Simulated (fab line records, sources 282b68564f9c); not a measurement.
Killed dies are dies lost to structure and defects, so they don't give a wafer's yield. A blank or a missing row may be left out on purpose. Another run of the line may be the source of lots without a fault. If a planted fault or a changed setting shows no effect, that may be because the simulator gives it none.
A lot that was struck, set against a sound lot + flow ritCmos + 43 steps out of a route of 202
Sound: wafers L552.1, L552.3, L552.5. Wafers struck: L569.4, L569.5, L569.6. The cause is named last.
For every step that has rows: the tool of each side, followed by ch and its chambers, followed by its first start. Under that, the readings that differ: sound wafers + struck wafers + difference of the means + sigmas: that difference in standard deviations of wafers without a fault.
alike: readings with means less than 2 such deviations apart, plus words and numbers identical on both sides. not compared: withheld readings, readings lacking a value on some wafer, bounds such as >300 that could conceal the same value, and numbers that have no deviation in the record and whose values overlap.
The two part at a step that has a row with sigmas, a row that says differs or no value, or rows on one side only. Non-overlapping numbers with no deviation appear without sigmas and do not part them. Lack of a reading on every wafer of one side parts them only where that side has two or more wafers.

first, 2 steps without rows for these wafers: RIT_NWELL_HARDBAKE_07 (time 120 s); RIT_NWELL_IMPLANT_08.
RIT_NWELL_STRIP_09: strips in O2, time 180 s.
  sound on plasmaAsher-04 ch 0,1, day 2 04:52; struck on plasmaAsher-04 ch 0,1, day 5 17:29
  alike: drypumpMotorCurrentA
  not compared: rfHoursCounterH
RIT_NWELL_TW_MEAS_10:
  sound: filmMetro-01 at day 2 05:02; struck: filmMetro-03 at day 5 17:38
  alike: NWELL_TW
then, 6 steps without rows for these wafers: RIT_PWELL_HMDS_00 (prime time 60 s); RIT_PWELL_COAT_01 (resist thk 1300 nm); RIT_PWELL_SOFTBAKE_02 (time 60 s); RIT_PWELL_EXPOSE_03 (exposes mask M3, target cd 43700 nm); RIT_PWELL_PEB_04; RIT_PWELL_DEVELOP_05 (develop time 68 s).
RIT_PWELL_OVL_MEAS_06:
  sound: overlay-02 at day 2 05:59; struck: overlay-02 at day 5 18:41
  alike: PWELL_OVL
then, 1 step without rows for these wafers: RIT_PWELL_HARDBAKE_07 (time 120 s).
RIT_PWELL_IMPLANT_08:
  sound on implanter-02 ch 0, day 2 06:16; struck on implanter-04 ch 0, day 5 19:01
| reading     | sound                         | struck                        | difference | sigmas |
|-------------|-------------------------------|-------------------------------|------------|--------|
| doseIonsCm2 | 7.001e+13 7.005e+13 7.008e+13 | 6.898e+13 6.897e+13 6.881e+13 | -1.127e+12 | -15    |
RIT_PWELL_STRIP_09: strips in O2, time 180 s.
  sound on plasmaAsher-01 ch 0, day 2 06:25; struck on plasmaAsher-04 ch 0,1, day 5 19:09
| reading                  | sound       | struck      | difference | sigmas |
|--------------------------|-------------|-------------|------------|--------|
| drypumpMotorCurrentA (A) | 4.8 4.8 4.8 | 5.8 5.8 5.9 | +1.0       | +2     |
  not compared: rfHoursCounterH
RIT_PWELL_TW_MEAS_10:
  sound: filmMetro-03 at day 2 06:35; struck: filmMetro-03 at day 5 19:18
  alike: PWELL_TW
then, 1 step without rows for these wafers: RIT_WELLDRIVE_ANNEAL_00 (time 14700 s).
RIT_WELLDRIVE_RS_MEAS_01: measurement is done with a four-point probe.
  sound: filmMetro-03 at day 2 11:44; struck: filmMetro-03 at day 6 01:08
  alike: NWELL_RS
RIT_WELLDRIVE_RS_MEAS_02: measurement is done with a four-point probe.
  sound: filmMetro-03 at day 2 11:52; struck: filmMetro-03 at day 6 01:33
| reading           | sound             | struck            | difference | sigmas |
|-------------------|-------------------|-------------------|------------|--------|
| PWELL_RS (ohm/sq) | 431.8 431.7 430.6 | 433.3 435.1 434.6 | +3.0       | +3     |
  not compared: hold
then, 5 steps without rows for these wafers: RIT_NRETRO_COAT_01 (resist thk 1300 nm); RIT_NRETRO_SOFTBAKE_02 (time 60 s); RIT_NRETRO_EXPOSE_03 (exposes mask M4, target cd 43900 nm); RIT_NRETRO_PEB_04; RIT_NRETRO_DEVELOP_05 (develop time 68 s).
RIT_NRETRO_OVL_MEAS_06:
  sound: overlay-01 at day 2 12:59; struck: overlay-01 at day 6 05:57
  alike: NRETRO_OVL
then, 2 steps without rows for these wafers: RIT_NRETRO_HARDBAKE_07 (time 120 s); RIT_NRETRO_IMPLANT_08.
RIT_NRETRO_STRIP_09: strips in O2, time 180 s.
  sound on plasmaAsher-03 ch 0,1, day 2 13:25; struck on plasmaAsher-02 ch 0,1, day 6 06:37
  alike: drypumpMotorCurrentA
  not compared: rfHoursCounterH
RIT_NRETRO_TW_MEAS_10:
  sound: filmMetro-02 at day 2 13:35; struck: filmMetro-03 at day 6 06:46
  alike: NRETRO_TW
then, 6 steps without rows for these wafers: RIT_PRETRO_HMDS_00 (prime time 60 s); RIT_PRETRO_COAT_01 (resist thk 1300 nm); RIT_PRETRO_SOFTBAKE_02 (time 60 s); RIT_PRETRO_EXPOSE_03 (exposes mask M5, target cd 43700 nm); RIT_PRETRO_PEB_04; RIT_PRETRO_DEVELOP_05 (develop time 68 s).
RIT_PRETRO_OVL_MEAS_06:
  sound: overlay-01 at day 2 14:43; struck: overlay-01 at day 6 08:08
  alike: PRETRO_OVL
then, 2 steps without rows for these wafers: RIT_PRETRO_HARDBAKE_07 (time 120 s); RIT_PRETRO_IMPLANT_08.
RIT_PRETRO_STRIP_09: strips in O2, time 180 s.
  sound on plasmaAsher-01 ch 0,1, day 2 15:11; struck on plasmaAsher-03 ch 0,1, day 6 08:42
  alike: drypumpMotorCurrentA
  not compared: rfHoursCounterH
RIT_PRETRO_TW_MEAS_10:
  sound: filmMetro-04 at day 2 15:22; struck: filmMetro-01 at day 6 08:50
  alike: PRETRO_TW
then, 2 steps without rows for these wafers: RIT_GATE_WET_ETCH_00 (etches SiO2 in BOE, target depth 56 nm, time 62.62 s); RIT_GATE_CLEAN_01 (cleans in SC1, time 600 s).
RIT_M1_METAL_ETCH_12: etches Al in Cl2/BCl3, stops on SiO2, time 165 s, target depth 600 nm.
  sound on rieMetal-04 ch 0,1, day 3 17:47; struck on rieMetal-04 ch 0,1, day 7 17:07
| reading            | sound          | struck         | difference | sigmas |
|--------------------|----------------|----------------|------------|--------|
| model.M1.cdNm (nm) | 2600 2601 2600 | 2592 2593 2593 | -8         |        |
  alike: drypumpMotorCurrentA, oesProductAu, throttleValvePct
  not compared: rfHoursCounterH
RIT_M1_PROBE_99:
  sound: prober-02 at day 3 20:03; struck: prober-01 at day 7 23:52
  alike: killedAtContacts, killedAtFrontEnd, killedDies, killedOpen, killedShort

## WHERE THEY PART
First at RIT_PWELL_IMPLANT_08; last, within this record, at RIT_WELLDRIVE_RS_MEAS_02. Later steps at which nothing parts them and some readings are alike: RIT_NRETRO_OVL_MEAS_06, RIT_NRETRO_STRIP_09, RIT_NRETRO_TW_MEAS_10, RIT_PRETRO_OVL_MEAS_06, RIT_PRETRO_STRIP_09, RIT_PRETRO_TW_MEAS_10, RIT_M1_METAL_ETCH_12, RIT_M1_PROBE_99.

WHY: what the simulator had put in
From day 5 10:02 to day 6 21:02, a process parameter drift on implanter-04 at RIT_PWELL_IMPLANT_08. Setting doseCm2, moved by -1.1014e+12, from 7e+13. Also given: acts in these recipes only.
